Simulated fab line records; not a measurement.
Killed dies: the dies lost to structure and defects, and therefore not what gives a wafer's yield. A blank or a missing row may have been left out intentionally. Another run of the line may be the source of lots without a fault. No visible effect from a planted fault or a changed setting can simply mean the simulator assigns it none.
A single fault, viewed from 2 desks :: flow berkeley_cmos170 :: every desk sees just its own numbers, and what lay behind them comes last

## AT THE TOOL OWNER'S DESK: plasma_asher-04
The tool's own readings at UCB170_PFIELD_STRIP_08 (strips in O2): means of the sampled wafers that have a number, for each lot that ran on this tool. Marked OUT: a lot whose mean sits more than 4 standard deviations from the usual mean, which makes it out of limits; the brackets give that distance.
Columns: A = drypump_motor_current_A at UCB170_PFIELD_STRIP_08, usual 5.6 A; B = oes_product_au at UCB170_PFIELD_STRIP_08, usual 0.735 a.u.; C = strip_time_to_endpoint_s at UCB170_PFIELD_STRIP_08, usual 21.65 s
lot: L116
first seen here: day 5 03:25
A: 5.4
B: 0.735
C: 21.60

lot: L120
first seen here: day 6 00:25
A: 5.4
B: 0.738
C: 21.59

lot: L121
first seen here: day 6 01:08
A: 5.4
B: 0.730
C: 21.67

lot: L122
first seen here: day 6 09:35
A: 5.4
B: 0.733
C: 21.67

lot: L124
first seen here: day 6 16:32
A: 5.7
B: 0.735
C: 21.66

lot: L128
first seen here: day 7 17:38
A: 5.4
B: 0.736
C: 21.64

lot: L130
first seen here: day 8 00:43
A: 5.7
B: 0.735
C: 21.62
This desk's finding: nothing out of limits on any of the 7 lots.

## METROLOGY DESK
What the gauges read, lot by lot, whatever tool the lot ran on: means of the sampled wafers that have a number. Marked OUT: a lot whose mean sits more than 4 standard deviations from the usual mean, which makes it out of limits; the brackets give that distance.
Columns: A = M3_AL_THK at UCB170_M3_THK_MEAS_03, usual 889 nm
lot: L116
first seen here: day 8 17:18
A: 893

lot: L118
first seen here: day 9 01:56
A: 887

lot: L121
first seen here: day 9 15:17
A: 886

lot: L119
first seen here: day 9 15:31
A: 891

lot: L120
first seen here: day 9 15:39
A: 894

lot: L123
first seen here: day 10 05:09
A: 891

lot: L122
first seen here: day 10 05:32
A: 889

lot: L125
first seen here: day 10 13:10
A: 882

lot: L124
first seen here: day 10 17:37
A: 892

lot: L130
first seen here: day 11 21:34
A: 903

lot: L128
first seen here: day 12 02:29
A: 883

lot: L134
first seen here: day 12 23:01
A: 887

lot: L132
first seen here: day 12 23:38
A: 889

lot: L139
first seen here: day 13 12:14
A: 907
This desk's finding: nothing out of limits on any of the 14 lots.

## BROUGHT TOGETHER
The tool owner's desk saw nothing out of limits.
The metrology desk saw nothing out of limits.

## WHAT THE SIMULATOR HAD INSERTED
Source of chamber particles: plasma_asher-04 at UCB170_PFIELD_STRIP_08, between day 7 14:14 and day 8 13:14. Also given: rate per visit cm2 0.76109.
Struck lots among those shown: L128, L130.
